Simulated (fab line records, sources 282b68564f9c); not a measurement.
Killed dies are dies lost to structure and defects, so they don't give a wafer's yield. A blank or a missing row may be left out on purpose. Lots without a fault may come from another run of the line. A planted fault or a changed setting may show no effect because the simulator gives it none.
A struck lot beside a sound one | flow rit_cmos | 44 steps out of a route of 202
Sound: wafers L102.2, L102.5, L102.6. Struck: wafers L120.2, L120.3, L120.5. The cause comes at the end.
At each step with rows: each side's tool, then ch and its chambers, then its first start. Under that, the readings that differ: sound wafers | struck wafers | difference of the means | sigmas: that difference in standard deviations of wafers without a fault.
alike: readings whose means differ by less than 2 such deviations, and words and numbers that are the same on both sides. not compared: withheld readings, readings that some wafer has no value for, bounds like >300 that may hide the same value, and numbers for which the record gives no deviation and whose values overlap.
The two part at a step that has a row with sigmas, a row that says differs or no value, or rows on one side only. Numbers that don't overlap but have no deviation are shown without sigmas and don't part them. A reading that every wafer of one side lacks parts them only if that side has two wafers or more.

first, 2 steps without rows for these wafers: RIT_NLDD_HARDBAKE_07 (time 60 s); RIT_NLDD_IMPLANT_08.
RIT_NLDD_STRIP_09: strips in O2, time 180 s.
  sound on plasma_asher-03 ch 0,1, day 3 13:20; struck on plasma_asher-04 ch 0, day 7 09:41
  alike: drypump_motor_current_A, o2_flow_sccm
  not compared: rf_hours_counter_h
RIT_NLDD_TW_MEAS_10:
  sound on film_metro-04, day 3 13:31; struck on film_metro-04, day 7 09:52
  alike: NLDD_TW
then, 6 steps without rows for these wafers: RIT_PLDD_HMDS_00 (prime time 60 s); RIT_PLDD_COAT_01 (resist thk 1000 nm); RIT_PLDD_SOFTBAKE_02 (time 60 s); RIT_PLDD_EXPOSE_03 (exposes mask M8, target cd 40900 nm); RIT_PLDD_PEB_04; RIT_PLDD_DEVELOP_05 (develop time 50 s).
RIT_PLDD_OVL_MEAS_06:
  sound on overlay-02, day 3 14:26; struck on overlay-02, day 7 10:55
  alike: PLDD_OVL
then, 1 step without rows for these wafers: RIT_PLDD_HARDBAKE_07 (time 60 s).
RIT_PLDD_IMPLANT_08:
  sound on implanter-03 ch 0, day 3 14:38; struck on implanter-02 ch 0, day 7 11:07
  reading                   | sound                | struck               | difference | sigmas
  beam_energy_keV           | 19.999 20.000 20.002 | 25.992 25.995 25.988 | +5.991     | +99 or more
  model.implant.rp_nm (nm)  | 16.96 16.96 16.96    | 20.99 20.99 20.99    | +4.03      |
  model.implant.drp_nm (nm) | 9.752 9.752 9.752    | 11.73 11.73 11.73    | +1.98      |
RIT_PLDD_STRIP_09: strips in O2, time 180 s.
  sound on plasma_asher-02 ch 0,1, day 3 14:46; struck on plasma_asher-02 ch 0, day 7 11:14
  alike: drypump_motor_current_A, o2_flow_sccm
  not compared: rf_hours_counter_h
RIT_PLDD_TW_MEAS_10:
  sound on film_metro-01, day 3 14:56; struck on film_metro-01, day 7 11:25
  reading | sound          | struck         | difference | sigmas
  PLDD_TW | 2353 2361 2361 | 2540 2543 2537 | +182       | +8
then, 4 steps without rows for these wafers: RIT_SPACER_CLEAN_00 (cleans in SC1, time 600 s); RIT_SPACER_CLEAN_01 (cleans in dHF, time 30 s); RIT_SPACER_CLEAN_02 (cleans in SC2, time 600 s); RIT_SPACER_CVD_03 (deposits Si3N4 from SiH2Cl2/NH3, target thk 250 nm, time 3300 s).
RIT_SPACER_THK_MEAS_04:
  sound on film_metro-04, day 3 17:17; struck on film_metro-01, day 7 13:58
  reading                 | sound             | struck            | difference | sigmas
  SPACER_NITRIDE_THK (nm) | 254.9 254.9 254.4 | 250.6 249.0 250.3 | -4.8       | -2
RIT_SPACER_ETCHBACK_05: etches Si3N4 in SF6/CHF3, stops on SiO2, target depth 250 nm, time 240 s.
  sound on rie_diel-02 ch 0,2,3, day 3 17:20; struck on rie_diel-02 ch 1,2, day 7 14:01
  alike: drypump_motor_current_A, oes_product_au, throttle_valve_pct
  not compared: rf_hours_counter_h
then, 6 steps without rows for these wafers: RIT_NSD_HMDS_00 (prime time 60 s); RIT_NSD_COAT_01 (resist thk 1000 nm); RIT_NSD_SOFTBAKE_02 (time 60 s); RIT_NSD_EXPOSE_03 (exposes mask M9, target cd 40700 nm); RIT_NSD_PEB_04; RIT_NSD_DEVELOP_05 (develop time 50 s).
RIT_NSD_OVL_MEAS_06:
  sound on overlay-01, day 3 18:28; struck on overlay-01, day 7 15:10
  alike: NSD_OVL
then, 2 steps without rows for these wafers: RIT_NSD_HARDBAKE_07 (time 60 s); RIT_NSD_IMPLANT_08.
RIT_NSD_STRIP_09: strips in O2, time 180 s.
  sound on plasma_asher-03 ch 0,1, day 3 18:48; struck on plasma_asher-03 ch 0,1, day 7 15:30
  alike: drypump_motor_current_A, o2_flow_sccm
  not compared: rf_hours_counter_h
RIT_NSD_TW_MEAS_10:
  sound on film_metro-01, day 3 18:59; struck on film_metro-03, day 7 15:41
  alike: NSD_TW
then, 6 steps without rows for these wafers: RIT_PSD_HMDS_00 (prime time 60 s); RIT_PSD_COAT_01 (resist thk 1000 nm); RIT_PSD_SOFTBAKE_02 (time 60 s); RIT_PSD_EXPOSE_03 (exposes mask M10, target cd 40900 nm); RIT_PSD_PEB_04; RIT_PSD_DEVELOP_05 (develop time 50 s).
RIT_PSD_OVL_MEAS_06:
  sound on overlay-02, day 3 20:01; struck on overlay-01, day 7 16:43
  alike: PSD_OVL
then, 2 steps without rows for these wafers: RIT_PSD_HARDBAKE_07 (time 60 s); RIT_PSD_IMPLANT_08.
RIT_PSD_STRIP_09: strips in O2, time 180 s.
  sound on plasma_asher-04 ch 0,1, day 3 20:21; struck on plasma_asher-04 ch 1, day 7 17:03
  alike: drypump_motor_current_A, o2_flow_sccm
  not compared: rf_hours_counter_h
RIT_SDANNEAL_RS_MEAS_06: measures by four-point-probe.
  sound on film_metro-04, day 3 21:16; struck on film_metro-03, day 7 18:00
  reading          | sound             | struck            | difference | sigmas
  PLDD_RS (ohm/sq) | 178.6 178.0 178.4 | 163.2 163.3 163.4 | -15.0      | -28
RIT_M1_PROBE_99:
  sound on prober-01, day 4 04:38; struck on prober-01, day 8 01:32
  reading                             | sound             | struck            | difference | sigmas
  model.etest.pmos_turned.r_on_ohm_um | 3731 3558 3555    | 2772 2818 2809    | -815       |
  model.etest.pmos_0p3.r_on_ohm_um    | 6712 6550 6574    | 5820 5914 5780    | -774       |
  model.etest.pmos_0p15.r_on_ohm_um   | 2979 2835 2847    | 2262 2274 2244    | -627       |
  model.etest.pldd.rs_ohm_sq          | 550.1 516.8 512.5 | 338.1 343.2 338.7 | -186.5     |
  model.etest.pldd.line_ohm_um        | 172 163 161.6     | 107.3 110.2 106.3 | -57.6      |
  model.etest.pmos_turned.drive_ua_um | 167 181.2 182     | 250 240.8 245.5   | +69        |
  model.etest.pmos_0p15.drive_ua_um   | 230.6 243.4 244.7 | 318.1 317.7 318.1 | +78.4      |
  model.etest.pmos_narrow.drive_ua_um | 93.82 97.1 97.8   | 110 108.2 110.1   | +13        |
  alike: killed_at_contacts, killed_at_front_end, killed_dies, killed_open, killed_short

WHERE THEY PART
First at RIT_PLDD_IMPLANT_08; last, within this record, at RIT_SDANNEAL_RS_MEAS_06. Later steps at which nothing parts them and some readings are alike: RIT_M1_PROBE_99.

WHY: what the simulator had put in
Process parameter drift: implanter-02, from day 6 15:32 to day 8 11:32, at RIT_PLDD_IMPLANT_08. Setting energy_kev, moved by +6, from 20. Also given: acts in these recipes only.
